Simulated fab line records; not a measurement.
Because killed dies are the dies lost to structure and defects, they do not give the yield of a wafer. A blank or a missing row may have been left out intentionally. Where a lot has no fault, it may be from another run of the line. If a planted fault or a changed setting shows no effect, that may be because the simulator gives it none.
fab line records    flow ritCmos
record: lots: 13  wafers: 39  lastDay: 8
route steps=202 shown NLDD@112 M1@202
lots that met no fault: from a run of the same line without faults
startH: start of the lot's first displayed wafer, in hours after the record's first day    waitH: how many hours have passed since the lot's step before this one    " unchanged from the row above    L1.1+2: a row that stands for several wafers    - either no value or no given start    * or withheld: withheld    < > ~ a bound
route shown NAME@n: NAME is a module with steps in the file, n the number in the route of the first one    usual: mean/standard deviation of fault-free wafers    same: alike in all rows    chamber/n: place in a boat    sites: each site's reading    _std_site: the values' standard deviation    _edge_site: inner sites' mean taken away from outer sites' mean    radiusMm: for every site, how far away it sits from the centre of the wafer    mask NAME#n: copy n    behind: tool/chamber where the wafer was last shaped    hold: cause of the lot's hold/its duration in hours/its outcome    device: the transistor (n, p or np) that didn't switch    end of line: tests of these same wafers at the route's end    step lacking rows: just its recipe    killed: at the first sort, the dies lost to defects and structure; wafer yield is something else    map: a wafer's dies, marking killed ones x, the rest . and places with no die _
set.NAME: the setting that was run; set.NAME@STEP: the one run at that earlier step    model.NAME: the simulator's own value behind a step, which no gauge read
the route's steps for a sample of lots (tables are steps, rows are wafers)
== steps ==
step: RIT_NLDD_STRIP_09
recipe: chemistry: O2  timeS: 180  resist: NOVOLAK  platenTempC: withheld  powerW: 500  pressureMtorr: 4000  o2FlowSccm: 4000
usual: chamberPressureMTorr: 4000/3.5  drypumpMotorCurrentA: 5.7/0.45
lot.wafer  tool            chamber  startH  waitH  chamberPressureMTorr  drypumpMotorCurrentA  rfHoursCounterH
L895.2     plasmaAsher-02  0        47.29   0.1    4005                  5.4                   24
L895.3     "               1        "       "      4003                  6.5                   -
L895.5     "               0        "       "      4003                  5.4                   -
L896.1     plasmaAsher-02  1        48.89   0.1    4003                  6.5                   24
L896.2     "               0        "       "      3998                  5.4                   24
L896.4     "               0        "       "      3999                  5.4                   -
L898.2     plasmaAsher-02  0        58.99   0.1    3997                  5.4                   25
L898.4     "               1        "       "      4001                  6.5                   -
L898.6     "               0        "       "      4004                  5.4                   -
L899.2     plasmaAsher-03  0        62.59   0.1    3995                  5.7                   32
L899.3     "               0        "       "      4001                  5.8                   -
L899.5     "               0        "       "      4007                  5.8                   -
L900.2     plasmaAsher-03  1        67.57   0.1    3997                  5.1                   33
L900.3     "               0        "       "      4007                  5.7                   -
L900.5     "               0        "       "      4004                  5.8                   -
L901.1     plasmaAsher-01  1        71.87   0.1    4001                  6.3                   48
L901.4     "               1        "       "      3994                  6.3                   -
L901.6     "               1        "       "      3998                  6.3                   -
L902.2     plasmaAsher-01  1        82.30   0.1    4004                  6.3                   49
L902.3     "               1        "       "      4000                  6.3                   -
L902.4     "               0        "       "      3999                  5.8                   -
L903.1     plasmaAsher-01  0        84.89   0.1    3997                  5.7                   49
L903.2     "               1        "       "      3996                  6.3                   49
L903.5     "               1        "       "      4004                  6.3                   -
L909.2     plasmaAsher-01  1        111.97  0.1    1998                  6.3                   52
L909.4     "               1        "       "      2000                  6.3                   -
L909.5     "               1        "       "      2001                  6.3                   -
L913.1     plasmaAsher-03  1        141.44  0.1    3997                  5.1                   40
L913.3     "               0        "       "      3998                  5.8                   -
L913.4     "               1        "       "      4000                  5.1                   -
L915.1     plasmaAsher-03  1        149.80  0.1    4001                  5.1                   41
L915.5     "               0        "       "      3999                  5.8                   -
L915.6     "               1        "       "      4002                  5.1                   -
L916.3     plasmaAsher-03  1        155.10  0.1    3994                  5.1                   -
L916.4     "               0        "       "      4011                  5.8                   -
L916.5     "               0        "       "      4001                  5.7                   -
L918.1     plasmaAsher-02  1        167.47  0.1    3997                  6.5                   36
L918.2     "               0        "       "      4001                  5.4                   36
L918.3     "               1        "       "      4005                  6.5                   -
step: RIT_M1_PROBE_99
usual: killedAtContacts: 0.1/0.3  killedAtFrontEnd: 6.5/2.9  killedDies: 6.6/3  killedOpen: 3.3/2  killedShort: 3.3/1.9
same: grossDies: 264  killed_at_M0_to_M3: 0  killed_at_M4_up: 0  killedAtBackSide: 0  killedAtOther: 0
lot.wafer  tool       chamber  startH  waitH  killedAtContacts  killedAtFrontEnd  killedDies  killedOpen  killedShort
L913.1     prober-01  -        159.36  0.1    0                 5                 5           2           3
L913.3     prober-01  -        159.46  0.2    0                 3                 3           2           1
L913.4     prober-01  -        159.51  0.2    0                 2                 2           0           2
L918.1     prober-02  -        184.11  0.1    0                 5                 5           0           5
L918.2     prober-02  -        184.16  0.1    1                 3                 4           2           2
L918.3     prober-02  -        184.21  0.2    0                 6                 6           2           4
killed by level:class
L913.1 GATE:geometricParticle:open=1 REOX:geometricParticle:short=1 SPACER:geometricParticle:short=1 SPACER:geometricParticle:open=1 SILICIDE:geometricParticle:short=1
L913.3 GATE:geometricParticle:open=1 SILICIDE:geometricParticle:open=1 SILICIDE:geometricParticle:short=1
L913.4 REOX:geometricParticle:short=1 SPACER:geometricParticle:short=1
L918.1 GATE:geometricParticle:short=2 REOX:geometricParticle:short=2 SPACER:geometricParticle:short=1
L918.2 GATE:geometricParticle:short=1 REOX:geometricParticle:open=1 SILICIDE:geometricParticle:open=1 CONTACT:geometricParticle:short=1
L918.3 GATE:geometricParticle:open=2 GATE:geometricParticle:short=2 ACTIVE:geometricParticle:short=1 REOX:geometricParticle:short=1
== key ==
firstSign: step: RIT_NLDD_STRIP_09  reading: chamberPressureMTorr  direction: down  sigmas: 99+  usual: 4000  struck: 2000
effect none on later readings
metAt RIT_NLDD_STRIP_09
struckLots L909
struckWafers L909.2,L909.4,L909.5
testerLeftOut L909
onsetBetween 84.89 111.97
fault: kind: processParameterDrift  tool: plasmaAsher-01  chamber: 1  onsetH: 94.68  steps: RIT_NLDD_STRIP_09  channel: pressureMtorr  offset: -2000  shape: step  endH: 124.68  actsIn: theseRecipesOnly  stated: 4000
testerLeftOut: of these lots the tester's yield and bins aren't shown, on N5 and GAA mostly nor the transistor test; their killed dies are dies lost to structure and defects alone, not to doping, threshold or leakage, so they don't give the yield
